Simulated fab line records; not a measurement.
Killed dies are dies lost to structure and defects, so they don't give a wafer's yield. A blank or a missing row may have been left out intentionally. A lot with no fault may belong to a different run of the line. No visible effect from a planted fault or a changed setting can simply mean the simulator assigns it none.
fab line records | flow ritCmos
record lots=14 | wafers=42 | lastDay=7
route steps=202 shown PRETRO@72
lots that met no fault: from a run of the same line without faults
startH: hours from the record's first day to the start of the lot's first wafer shown | waitH: hours elapsed since this lot's preceding step | " as in the row above | L1.1+2: several wafers, shown together as one row | - no value present, or no start provided | * or withheld: withheld | < > ~ a bound
route shown NAME@n: NAME is a module with steps in the file, n the number in the route of the first one | usual: mean and standard deviation over wafers with no fault | same: alike in all rows | chamber/n: place in a boat | sites: the reading at each site | _std_site: standard deviation of those values | _edge_site: the outer-site mean with the inner-site mean subtracted | radiusMm: how far each site lies from the wafer's centre | mask NAME#n: copy n | behind: the tool/chamber that last shaped the wafer | hold: what put the lot on hold/how long, in hours/how the hold closed | device: which transistor (n, p or np) failed to switch | end of line: the tests these same wafers got at the end of their route | where a step has no rows: the recipe by itself | killed: at the first sort, the dies lost to defects and structure; wafer yield is something else | map: dies across one wafer; x = killed, . = not, _ = none there
set.NAME: setting as actually run; set.NAME@STEP: the setting as run at that earlier step | model.NAME: the simulator's own value behind a step, which no gauge read
the route's steps for a sample of lots (tables are steps, rows are wafers)
services: the hour from which a tool's chamber was out of use, counted from the record's first day as startH (under 0 if before that day), plus the number of hours and why
## steps
# step RIT_PRETRO_IMPLANT_08
# recipe species=B | energyKev=45 | doseCm2=1.2e+13 | tiltDeg=7
# usual beamEnergyKeV=45.004/0.015
lot.wafer | tool         | chamber | startH | waitH | beamEnergyKeV
L162.2    | implanter-01 | 0       | 39.35  | 0.2   | 44.965
L162.3    | "            | 0       | "      | "     | 44.989
L162.4    | "            | 0       | "      | "     | 44.994
L163.2    | implanter-04 | 0       | 43.92  | 0.2   | 45.008
L163.3    | "            | 0       | "      | "     | 44.986
L163.5    | "            | 0       | "      | "     | 45.000
L164.4    | implanter-03 | 0       | 49.19  | 0.2   | 44.987
L164.5    | "            | 0       | "      | "     | 44.992
L164.6    | "            | 0       | "      | "     | 45.019
L165.1    | implanter-01 | 0       | 52.24  | 0.2   | 45.038
L165.4    | "            | 0       | "      | "     | 45.024
L165.5    | "            | 0       | "      | "     | 45.012
L167.4    | implanter-04 | 0       | 64.30  | 0.2   | 45.008
L167.5    | "            | 0       | "      | "     | 44.996
L167.6    | "            | 0       | "      | "     | 44.983
L168.4    | implanter-01 | 0       | 76.51  | 0.2   | 45.019
L168.5    | "            | 0       | "      | "     | 45.009
L168.6    | "            | 0       | "      | "     | 45.021
L170.1    | implanter-04 | 0       | 91.78  | 0.2   | 44.977
L170.3    | "            | 0       | "      | "     | 45.006
L170.4    | "            | 0       | "      | "     | 44.999
L172.3    | implanter-01 | 0       | 97.15  | 0.2   | 45.018
L172.4    | "            | 0       | "      | "     | 45.013
L172.5    | "            | 0       | "      | "     | 45.014
L171.2    | implanter-04 | 0       | 97.63  | 0.2   | 50.853
L171.4    | "            | 0       | "      | "     | 50.882
L171.5    | "            | 0       | "      | "     | 50.860
L173.2    | implanter-03 | 0       | 97.67  | 0.2   | 45.002
L173.4    | "            | 0       | "      | "     | 45.007
L173.6    | "            | 0       | "      | "     | 45.009
L177.1    | implanter-04 | 0       | 116.35 | 0.2   | 50.844
L177.3    | "            | 0       | "      | "     | 50.854
L177.5    | "            | 0       | "      | "     | 50.849
L179.1    | implanter-03 | 0       | 124.04 | 0.2   | 44.983
L179.5    | "            | 0       | "      | "     | 44.970
L179.6    | "            | 0       | "      | "     | 44.990
L180.1    | implanter-03 | 0       | 129.23 | 0.2   | 45.006
L180.2    | "            | 0       | "      | "     | 45.011
L180.5    | "            | 0       | "      | "     | 45.014
L183.1    | implanter-01 | 0       | 140.26 | 0.2   | 45.019
L183.3    | "            | 0       | "      | "     | 45.017
L183.5    | "            | 0       | "      | "     | 45.007
# step RIT_PRETRO_TW_MEAS_10
# usual PRETRO_TW=477/4.3
lot.wafer | tool         | chamber | startH | waitH | PRETRO_TW
L162.2    | filmMetro-01 | -       | 39.66  | 0.1   | 474
L162.3    | "            | -       | "      | "     | 472
L162.4    | "            | -       | "      | "     | 476
L163.2    | filmMetro-02 | -       | 44.23  | 0.1   | 483
L163.3    | "            | -       | "      | "     | 482
L163.5    | "            | -       | "      | "     | 482
L164.4    | filmMetro-02 | -       | 49.47  | 0.1   | 478
L164.5    | "            | -       | "      | "     | 482
L164.6    | "            | -       | "      | "     | 481
L165.1    | filmMetro-04 | -       | 52.57  | 0.1   | 477
L165.4    | "            | -       | "      | "     | 479
L165.5    | "            | -       | "      | "     | 478
L167.4    | filmMetro-02 | -       | 64.58  | 0.1   | 482
L167.5    | "            | -       | "      | "     | 482
L167.6    | "            | -       | "      | "     | 481
L168.4    | filmMetro-01 | -       | 76.79  | 0.1   | 470
L168.5    | "            | -       | "      | "     | 469
L168.6    | "            | -       | "      | "     | 468
L170.1    | filmMetro-01 | -       | 92.11  | 0.1   | 468
L170.3    | "            | -       | "      | "     | 471
L170.4    | "            | -       | "      | "     | 469
L172.3    | filmMetro-04 | -       | 97.45  | 0.1   | 482
L172.4    | "            | -       | "      | "     | 480
L172.5    | "            | -       | "      | "     | 482
L171.2    | filmMetro-04 | -       | 97.94  | 0.1   | 492
L171.4    | "            | -       | "      | "     | 488
L171.5    | "            | -       | "      | "     | 488
L173.2    | filmMetro-01 | -       | 97.98  | 0.1   | 472
L173.4    | "            | -       | "      | "     | 468
L173.6    | "            | -       | "      | "     | 470
L177.1    | filmMetro-04 | -       | 116.67 | 0.1   | 490
L177.3    | "            | -       | "      | "     | 487
L177.5    | "            | -       | "      | "     | 491
L179.1    | filmMetro-04 | -       | 124.36 | 0.1   | 479
L179.5    | "            | -       | "      | "     | 480
L179.6    | "            | -       | "      | "     | 478
L180.1    | filmMetro-04 | -       | 129.56 | 0.1   | 476
L180.2    | "            | -       | "      | "     | 478
L180.5    | "            | -       | "      | "     | 475
L183.1    | filmMetro-02 | -       | 140.59 | 0.1   | 480
L183.3    | "            | -       | "      | "     | 480
L183.5    | "            | -       | "      | "     | 482
## services
tool         | chamber | startH | hours | kind
implanter-04 | -       | 52.47  | 4.5   | repair
implanter-03 | -       | 69.62  | 2.3   | repair
implanter-01 | -       | 86.81  | 2.6   | repair
implanter-03 | -       | 87.47  | 2.2   | pm
implanter-04 | -       | 110.13 | 3.1   | pm
implanter-04 | -       | 124.92 | 17.4  | pm
## key
firstSign step=RIT_PRETRO_IMPLANT_08 | reading=beamEnergyKeV | direction=up | sigmas=99+ | usual=45.004 | struck=50.857
effect step=RIT_PRETRO_TW_MEAS_10 | reading=PRETRO_TW | direction=up | sigmas=2.9 | usual=477 | struck=489
metAt RIT_PRETRO_IMPLANT_08
struckLots L171,L177
testerLeftOut L171,L177
onsetBetween 91.78 97.63
fault kind=processParameterDrift | tool=implanter-04 | chamber=- | onsetH=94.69 | steps=RIT_PRETRO_IMPLANT_08 | channel=energyKev | offset=5.85 | shape=step | endH=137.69 | actsIn=theseRecipesOnly | stated=45
# testerLeftOut: of these lots the tester's yield and bins aren't shown, on N5 and GAA mostly nor the transistor test; their killed dies are dies lost to structure and defects alone, not to doping, threshold or leakage, so they don't give the yield
